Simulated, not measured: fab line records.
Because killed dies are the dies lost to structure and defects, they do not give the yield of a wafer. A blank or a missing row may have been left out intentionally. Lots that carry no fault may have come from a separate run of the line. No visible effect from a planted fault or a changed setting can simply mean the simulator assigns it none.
A lot that was struck, set against a sound lot ; flow ritCmos ; 19 out of 202 route steps
Sound: wafers L816.4, L816.5, L816.6. Wafers struck: L819.1, L819.2, L819.6. The cause comes at the end.
Each step with rows lists, per side, the tool, then ch with its chambers, then its first start. Under that, the readings that differ: sound wafers ; struck wafers ; difference of the means ; sigmas: that difference in standard deviations of wafers without a fault.
alike: readings with means less than 2 such deviations apart, plus words and numbers identical on both sides. not compared: withheld readings, readings lacking a value on some wafer, bounds such as >300 that could conceal the same value, and numbers that have no deviation in the record and whose values overlap.
A row with sigmas, a row that says differs or no value, or rows on one side alone: a step with any of these is where the two part. Non-overlapping numbers with no deviation appear without sigmas and do not part them. A reading missing from all wafers of one side parts the sides only when that side holds two or more wafers.

first, 2 steps without rows for these wafers: RIT_NSD_PEB_04; RIT_NSD_DEVELOP_05 (develop time 50 s).
RIT_NSD_OVL_MEAS_06:
  sound on overlay-02 at day 3 09:14; struck on overlay-01 at day 3 20:21
  alike: NSD_OVL
then, 2 steps without rows for these wafers: RIT_NSD_HARDBAKE_07 (time 60 s); RIT_NSD_IMPLANT_08.
RIT_NSD_STRIP_09: strips in O2, time 180 s.
  sound on plasmaAsher-01 ch 0,1, day 3 09:37; struck on plasmaAsher-01 ch 0,1, day 3 20:41
  alike: drypumpMotorCurrentA
  not compared: rfHoursCounterH
RIT_NSD_TW_MEAS_10:
  sound on filmMetro-01 at day 3 09:45; struck on filmMetro-02 at day 3 20:52
  alike: NSD_TW
then, 5 steps without rows for these wafers: RIT_PSD_HMDS_00 (prime time 60 s); RIT_PSD_COAT_01 (resist thk 1000 nm); RIT_PSD_SOFTBAKE_02 (time 60 s); RIT_PSD_EXPOSE_03 (exposes mask M10, target cd 40900 nm); RIT_PSD_PEB_04.
RIT_PSD_DEVELOP_05: develop time 50 s.
  sound on lithoTrack-04 ch 0, day 3 10:00; struck on lithoTrack-04 ch 0, day 3 21:00
RIT_PSD_OVL_MEAS_06:
  sound on overlay-02 at day 3 10:39; struck on overlay-02 at day 3 21:54
  alike: PSD_OVL
then, 2 steps without rows for these wafers: RIT_PSD_HARDBAKE_07 (time 60 s); RIT_PSD_IMPLANT_08.
RIT_PSD_STRIP_09: strips in O2, time 180 s.
  sound on plasmaAsher-04 ch 0,1, day 3 11:02; struck on plasmaAsher-03 ch 0,1, day 3 22:21
  alike: drypumpMotorCurrentA
  not compared: rfHoursCounterH
RIT_PSD_TW_MEAS_10:
  sound on filmMetro-01 at day 3 11:10; struck on filmMetro-01 at day 3 22:31
reading;sound;struck;difference;sigmas
PSD_TW;3424 3406 3412;30 30 30;-3384;-99 or more
then, 1 step without rows for these wafers: RIT_SDANNEAL_CLEAN_00 (cleans in SC1, time 600 s).

== WHERE THEY PART ==
At RIT_PSD_TW_MEAS_10 and nowhere else, as far as this record goes.

WHY: what had been put in by the simulator
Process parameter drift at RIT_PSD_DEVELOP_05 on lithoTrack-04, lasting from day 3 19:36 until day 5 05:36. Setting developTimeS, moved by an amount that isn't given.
